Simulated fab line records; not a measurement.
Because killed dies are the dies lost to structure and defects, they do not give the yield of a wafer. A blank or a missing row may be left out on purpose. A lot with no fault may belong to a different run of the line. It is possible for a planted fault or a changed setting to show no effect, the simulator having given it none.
A lot that was struck, set against a sound lot || flow berkeley-cmos170 || 43 out of 331 route steps
Sound: these wafers, L248.2, L248.5, L248.6. The struck wafers were L243.3, L243.4, L243.5. The cause is given at the end.
At each step with rows: each side's tool, then ch and its chambers, then its first start. Under that, the readings that differ: sound wafers || struck wafers || difference of the means || sigmas: that difference in standard deviations of wafers without a fault.
alike: same words and numbers on both sides, and readings whose means sit less than 2 such deviations apart. not compared: any withheld reading, any reading some wafer has no value for, any bound like >300 that may hide the same value, and any number with overlapping values for which the record gives no deviation.
Wherever a step has rows on one side only, a row that says differs or no value, or a row with sigmas, the two part there. Numbers that have no deviation but don't overlap get no sigmas and don't part them. A reading missing from all wafers of one side parts the sides only when that side holds two or more wafers.

first, 1 step without rows for these wafers: UCB170_PLDD_IMPLANT_09.
UCB170_PLDD_STRIP_10: strips in O2.
  sound on plasma-asher-01 ch 0,1, day 9 09:10; struck on plasma-asher-04 ch 0,1, day 9 00:19
  alike: drypump-motor-current-A, oes-product-au, strip-time-to-endpoint-s
  not compared: rf-hours-counter-h
UCB170_PLDD_TW_MEAS_11:
  sound on film-metro-02, day 9 09:16; struck on film-metro-01, day 9 00:25
  alike: PLDD_TW
then, 7 steps without rows for these wafers: UCB170_PLDD_CLEAN_12 (cleans in SPM, time 600 s); UCB170_NLDD_HMDS_00 (prime time 60 s); UCB170_NLDD_COAT_01 (resist thk 900 nm); UCB170_NLDD_SOFTBAKE_02 (time 60 s); UCB170_NLDD_EXPOSE_03 (exposes mask NSELECT, target cd 1200 nm); UCB170_NLDD_PEB_04; UCB170_NLDD_DEVELOP_05 (develop time 45 s).
UCB170_NLDD_CD_MEAS_06: the cd target is 1200 nm.
  sound on cd-sem-02, day 9 10:54; struck on cd-sem-01, day 9 04:32
  alike: cd-nm
UCB170_NLDD_OVL_MEAS_07:
  sound on overlay-01, day 9 11:00; struck on overlay-02, day 9 04:38
  alike: NLDD_OVL
UCB170_NLDD_IMPLANT_08:
  sound on implanter-01 ch 0, day 9 11:04; struck on implanter-02 ch 0, day 9 04:42
{"reading": "dose-ions-cm2", "sound": "5.001e+13 5.011e+13 4.998e+13", "struck": "3.045e+13 3.042e+13 3.046e+13", "difference": -1.959e+13, "sigmas": "-99 or more"}
{"reading": "faraday-current-uA", "sound": "154.9 162.2 157.6", "struck": "96.7 97.0 96.9", "difference": -61.4, "sigmas": -21}
  alike: beam-energy-keV
after that, 1 step had no rows for these wafers: UCB170_NLDD_IMPLANT_09.
UCB170_NLDD_STRIP_10: strips in O2.
  sound on plasma-asher-01 ch 0,1, day 9 11:20; struck on plasma-asher-02 ch 0,1, day 9 04:59
  alike: drypump-motor-current-A, oes-product-au, strip-time-to-endpoint-s
  not compared: rf-hours-counter-h
UCB170_NLDD_TW_MEAS_11:
  sound on film-metro-03, day 9 11:26; struck on film-metro-02, day 9 05:18
{"reading": "NLDD_TW", "sound": "2195 2210 2195", "struck": "2062 2065 2059", "difference": -138, "sigmas": -13}
  not compared: hold
UCB170_SPACER_CVD_00: deposits SiO2 from TEOS/O2, target thk 376 nm, time 47 s.
  sound on pecvd-02 ch 1,2, day 9 11:53; struck on pecvd-02 ch 0,1, day 9 08:56
  alike: heater-power-w, pressure-mtorr
UCB170_SPACER_THK_MEAS_01:
  sound on film-metro-03, day 9 11:56; struck on film-metro-04, day 9 09:01
  alike: SPACER_TEOS_THK
then, 1 step without rows for these wafers: UCB170_SPACER_ANNEAL_02 (time 1800 s).
UCB170_SPACER_ETCHBACK_03: etches SiO2 in CHF3/CF4/Ar, stops on Si, target depth 376 nm, time 100 s.
  sound on rie-diel-03 ch 1,2,3, day 9 16:58; struck on rie-diel-02 ch 1,2,3, day 9 10:33
  alike: CHF3_flow_sccm, drypump-motor-current-A, mfc-ar-sccm, oes-product-au, throttle-valve-pct
  not compared: rf-hours-counter-h
then, 6 steps without rows for these wafers: UCB170_PSD_HMDS_00 (prime time 60 s); UCB170_PSD_COAT_01 (resist thk 900 nm); UCB170_PSD_SOFTBAKE_02 (time 60 s); UCB170_PSD_EXPOSE_03 (exposes mask PSELECT MOD, target cd 1200 nm); UCB170_PSD_PEB_04; UCB170_PSD_DEVELOP_05 (develop time 45 s).
UCB170_PSD_CD_MEAS_06: the cd target is 1200 nm.
  sound on cd-sem-01, day 9 18:39; struck on cd-sem-01, day 9 11:30
  alike: cd-nm
UCB170_PSD_OVL_MEAS_07:
  sound on overlay-01, day 9 18:45; struck on overlay-02, day 9 11:35
{"reading": "PSD_OVL (nm)", "sound": "1 4 6", "struck": "-12 -10 -11", "difference": -15, "sigmas": -2}
after that, 1 step had no rows for these wafers: UCB170_PSD_IMPLANT_08.
UCB170_PSD_STRIP_09: strips in O2.
  sound on plasma-asher-01 ch 0,1, day 9 18:56; struck on plasma-asher-04 ch 0,1, day 9 11:48
  alike: drypump-motor-current-A, oes-product-au, strip-time-to-endpoint-s
  not compared: rf-hours-counter-h
UCB170_PSD_TW_MEAS_10:
  sound on film-metro-01, day 9 19:02; struck on film-metro-02, day 9 11:53
  alike: PSD_TW
then, 7 steps without rows for these wafers: UCB170_PSD_CLEAN_11 (cleans in SPM, time 600 s); UCB170_NSD_HMDS_00 (prime time 60 s); UCB170_NSD_COAT_01 (resist thk 900 nm); UCB170_NSD_SOFTBAKE_02 (time 60 s); UCB170_NSD_EXPOSE_03 (exposes mask NSELECT MOD, target cd 1200 nm); UCB170_NSD_PEB_04; UCB170_NSD_DEVELOP_05 (develop time 45 s).
UCB170_NSD_CD_MEAS_06: the cd target is 1200 nm.
  sound on cd-sem-01, day 9 20:25; struck on cd-sem-01, day 9 14:31
  alike: cd-nm
UCB170_NSD_OVL_MEAS_07:
  sound on overlay-02, day 9 20:31; struck on overlay-01, day 9 14:37
  alike: NSD_OVL
after that, 1 step had no rows for these wafers: UCB170_NSD_IMPLANT_08.
UCB170_SDANNEAL_RS_MEAS_05: uses a four-point probe to measure.
  sound on film-metro-02, day 9 22:20; struck on film-metro-03, day 9 16:41
{"reading": "NLDD_RS (ohm/sq)", "sound": "614.2 616.5 616.5", "struck": "713.0 714.6 716.2", "difference": "+98.9", "sigmas": "+62"}
  not compared: hold
after that, 1 step had no rows for these wafers: UCB170_M3_PROBE_99.

WHERE THEY PART
At UCB170_NLDD_IMPLANT_08 first; at UCB170_SDANNEAL_RS_MEAS_05 last (within this record only).

WHY: what the simulator had put in
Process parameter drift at UCB170_NLDD_IMPLANT_08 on implanter-02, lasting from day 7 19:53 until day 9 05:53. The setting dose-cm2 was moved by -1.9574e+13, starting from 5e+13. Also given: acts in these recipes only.
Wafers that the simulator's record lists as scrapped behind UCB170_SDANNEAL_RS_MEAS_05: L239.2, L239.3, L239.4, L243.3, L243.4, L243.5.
